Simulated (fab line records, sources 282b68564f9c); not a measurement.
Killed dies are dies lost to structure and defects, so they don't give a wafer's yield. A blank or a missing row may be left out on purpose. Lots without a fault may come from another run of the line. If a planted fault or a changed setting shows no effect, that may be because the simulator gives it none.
fab line records -- flow ritCmos
record lots=14, wafers=42, lastDay=7
route steps=202 shown PWELL@48 M1@202
lots that met no fault: from a run of the same line without faults
startH: hours from the record's opening day to when the first of the lot's shown wafers began -- waitH: time in hours since the lot's previous step -- " identical to the entry in the row above -- L1.1+2: a row that stands for several wafers -- - value missing, or start not given -- * or withheld: withheld -- < > ~ a bound
route shown NAME@n: NAME is a module with steps in the file, n the number in the route of the first one -- usual: average and standard deviation across the fault-free wafers -- same: alike in all rows -- chamber/n: place in a boat -- sites: the reading at each site -- _std_site: the standard deviation of these -- _edge_site: mean of outer sites minus mean of inner sites -- radiusMm: how far each site lies from the wafer's centre -- mask NAME#n: copy n -- behind: the last tool/chamber to shape the wafer -- hold: why the lot was held/for how many hours/how that ended -- device: the transistor (n, p or np) that didn't switch -- end of line: tests run on the same wafers once the route is complete -- step lacking rows: just its recipe -- killed: count of dies lost to structure and defects at first sort (not the wafer's yield) -- map: a wafer's dies, marking killed ones x, the rest . and places with no die _
set.NAME: the setting as run; set.NAME@STEP: as run at that earlier step -- model.NAME: the simulator's own value behind a step, which no gauge read
one table for each step of the route and one row for each wafer, over a sample of lots
services: the hour from which a tool's chamber was out of use, counted from the record's first day as startH (under 0 if before that day), plus the number of hours and why
## steps
# step RIT_PWELL_STRIP_09
# recipe chemistry=O2, timeS=180, resist=NOVOLAK, platenTempC=withheld, powerW=500, pressureMtorr=4000, o2FlowSccm=4000
# usual drypumpMotorCurrentA=5.54/0.3, o2FlowSccm=3999/12
lot.wafer,tool,chamber,startH,waitH,drypumpMotorCurrentA,o2FlowSccm,rfHoursCounterH
L859.2,plasmaAsher-03,0,30.30,0.1,5.69,3998,29
L859.3,plasmaAsher-03,0,30.30,0.1,5.70,3986,-
L859.6,plasmaAsher-03,1,30.30,0.1,5.60,4000,-
L861.2,plasmaAsher-03,0,38.35,0.1,5.68,3992,30
L861.5,plasmaAsher-03,0,38.35,0.1,5.70,3996,-
L861.6,plasmaAsher-03,1,38.35,0.1,5.58,3972,-
L862.1,plasmaAsher-01,0,42.36,0.1,5.85,4005,43
L862.2,plasmaAsher-01,1,42.36,0.1,4.92,4015,43
L862.5,plasmaAsher-01,0,42.36,0.1,5.87,4010,-
L863.3,plasmaAsher-04,1,47.35,0.1,5.41,4016,-
L863.5,plasmaAsher-04,0,47.35,0.1,5.62,3999,-
L863.6,plasmaAsher-04,1,47.35,0.1,5.40,4002,-
L866.1,plasmaAsher-01,1,66.82,0.1,4.92,4032,46
L866.4,plasmaAsher-01,0,66.82,0.1,5.88,3995,-
L866.5,plasmaAsher-01,0,66.82,0.1,5.88,3991,-
L867.1,plasmaAsher-03,1,68.57,0.1,5.61,4006,32
L867.3,plasmaAsher-03,1,68.57,0.1,5.61,4014,-
L867.4,plasmaAsher-03,0,68.57,0.1,5.70,4010,-
L868.1,plasmaAsher-01,0,72.37,0.1,5.86,4009,47
L868.3,plasmaAsher-01,1,72.37,0.1,4.91,3985,-
L868.5,plasmaAsher-01,1,72.37,0.1,4.92,3997,-
L869.1,plasmaAsher-03,0,81.62,0.1,5.70,4006,34
L869.5,plasmaAsher-03,1,81.62,0.1,5.60,4000,-
L869.6,plasmaAsher-03,0,81.62,0.1,5.71,4008,-
L870.1,plasmaAsher-01,0,87.43,0.1,5.89,4013,48
L870.3,plasmaAsher-01,0,87.43,0.1,5.83,4022,-
L870.4,plasmaAsher-01,1,87.43,0.1,4.94,4010,-
L874.1,plasmaAsher-03,1,107.42,0.1,5.60,4003,36
L874.3,plasmaAsher-03,1,107.42,0.1,5.58,4025,-
L874.6,plasmaAsher-03,1,107.42,0.1,5.60,4014,-
L875.2,plasmaAsher-03,0,113.09,0.1,5.70,3988,37
L875.3,plasmaAsher-03,1,113.09,0.1,5.59,3985,-
L875.4,plasmaAsher-03,0,113.09,0.1,5.69,3989,-
L877.1,plasmaAsher-03,0,118.53,0.1,5.69,3993,38
L877.3,plasmaAsher-03,0,118.53,0.1,5.70,3977,-
L877.6,plasmaAsher-03,1,118.53,0.1,5.62,4785,-
L878.1,plasmaAsher-03,0,125.15,0.1,5.71,4003,39
L878.2,plasmaAsher-03,1,125.15,0.1,5.62,4804,39
L878.6,plasmaAsher-03,0,125.15,0.1,5.69,3995,-
L881.1,plasmaAsher-01,0,137.25,0.1,5.89,3988,53
L881.2,plasmaAsher-01,1,137.25,0.1,4.93,4014,53
L881.6,plasmaAsher-01,1,137.25,0.1,4.90,3993,-
# step RIT_M1_PROBE_99
# usual killedAtContacts=0.1/0.29, killedAtFrontEnd=7/3, killedDies=7/3, killedOpen=3.2/2, killedShort=3.5/2.1
# same grossDies=264, killed_at_M0_to_M3=0, killed_at_M4_up=0, killedAtBackSide=0, killedAtOther=0
lot.wafer,tool,chamber,startH,waitH,killedAtContacts,killedAtFrontEnd,killedDies,killedOpen,killedShort
L869.1,prober-01,-,122.62,0.1,0,11,11,5,6
L869.5,prober-01,-,122.82,0.2,0,9,9,6,3
L869.6,prober-01,-,122.87,0.2,0,2,2,1,1
L870.1,prober-02,-,125.34,0.1,0,4,4,1,3
L870.3,prober-02,-,125.44,0.2,0,6,6,2,4
L870.4,prober-02,-,125.49,0.2,0,11,11,6,5
L875.2,prober-01,-,147.45,0.1,0,4,4,3,1
L875.3,prober-01,-,147.50,0.2,0,7,7,5,2
L875.4,prober-01,-,147.55,0.2,0,12,12,7,5
# killed by level:class
L869.1 GATE:geometricParticle:short=3 FOX1:geometricParticle:short=2 GATE:geometricParticle:open=2 REOX:geometricParticle:open=1 REOX:geometricParticle:short=1 SPACER:geometricParticle:open=1 SILICIDE:geometricParticle:open=1
L869.5 GATE:geometricParticle:short=2 GATE:geometricParticle:open=2 FOX1:geometricParticle:open=1 FOX1:geometricParticle:short=1 FOX2:geometricParticle:open=1 REOX:geometricParticle:open=1 SILICIDE:geometricParticle:open=1
L869.6 GATE:geometricParticle:open=1 REOX:geometricParticle:short=1
L870.1 GATE:geometricParticle:short=2 REOX:geometricParticle:short=1 SPACER:geometricParticle:open=1
L870.3 GATE:geometricParticle:short=3 GATE:geometricParticle:open=1 REOX:geometricParticle:open=1 SPACER:geometricParticle:short=1
L870.4 GATE:geometricParticle:open=3 SILICIDE:geometricParticle:open=3 GATE:geometricParticle:short=2 FOX1:geometricParticle:short=1 SPACER:geometricParticle:short=1 SILICIDE:geometricParticle:short=1
L875.2 FOX1:geometricParticle:short=1 FOX1:geometricParticle:open=1 SPACER:geometricParticle:open=1 SILICIDE:geometricParticle:open=1
L875.3 GATE:geometricParticle:open=3 FOX1:geometricParticle:open=1 FOX2:geometricParticle:short=1 SPACER:geometricParticle:short=1 SPACER:geometricParticle:open=1
L875.4 GATE:geometricParticle:open=3 FOX1:geometricParticle:short=2 FOX1:geometricParticle:open=2 GATE:geometricParticle:short=2 FOX2:geometricParticle:open=1 REOX:geometricParticle:short=1 REOX:geometricParticle:open=1
## services
tool,chamber,startH,hours,kind
plasmaAsher-04,-,28.62,1.2,repair
plasmaAsher-01,-,29.62,2.8,pm
plasmaAsher-04,-,53.58,5.2,repair
plasmaAsher-03,-,56.99,10.5,repair
plasmaAsher-04,-,67.21,15.6,pm
plasmaAsher-04,-,96.40,2.3,repair
plasmaAsher-01,-,129.00,5.6,repair
## key
firstSign step=RIT_PWELL_STRIP_09, reading=o2FlowSccm, direction=up, sigmas=65, usual=3999, struck=4795
effect none on later readings
metAt RIT_PWELL_STRIP_09
struckLots L877,L878
struckWafers L877.6,L878.2
testerLeftOut L877,L878
onsetBetween 113.09 118.53
fault kind=processParameterDrift, tool=plasmaAsher-03, chamber=1, onsetH=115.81, steps=RIT_PWELL_STRIP_09, channel=o2FlowSccm, offset=800, shape=step, endH=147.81, actsIn=theseRecipesOnly, stated=4000
# testerLeftOut: of these lots the tester's yield and bins aren't shown, on N5 and GAA mostly nor the transistor test; their killed dies are dies lost to structure and defects alone, not to doping, threshold or leakage, so they don't give the yield
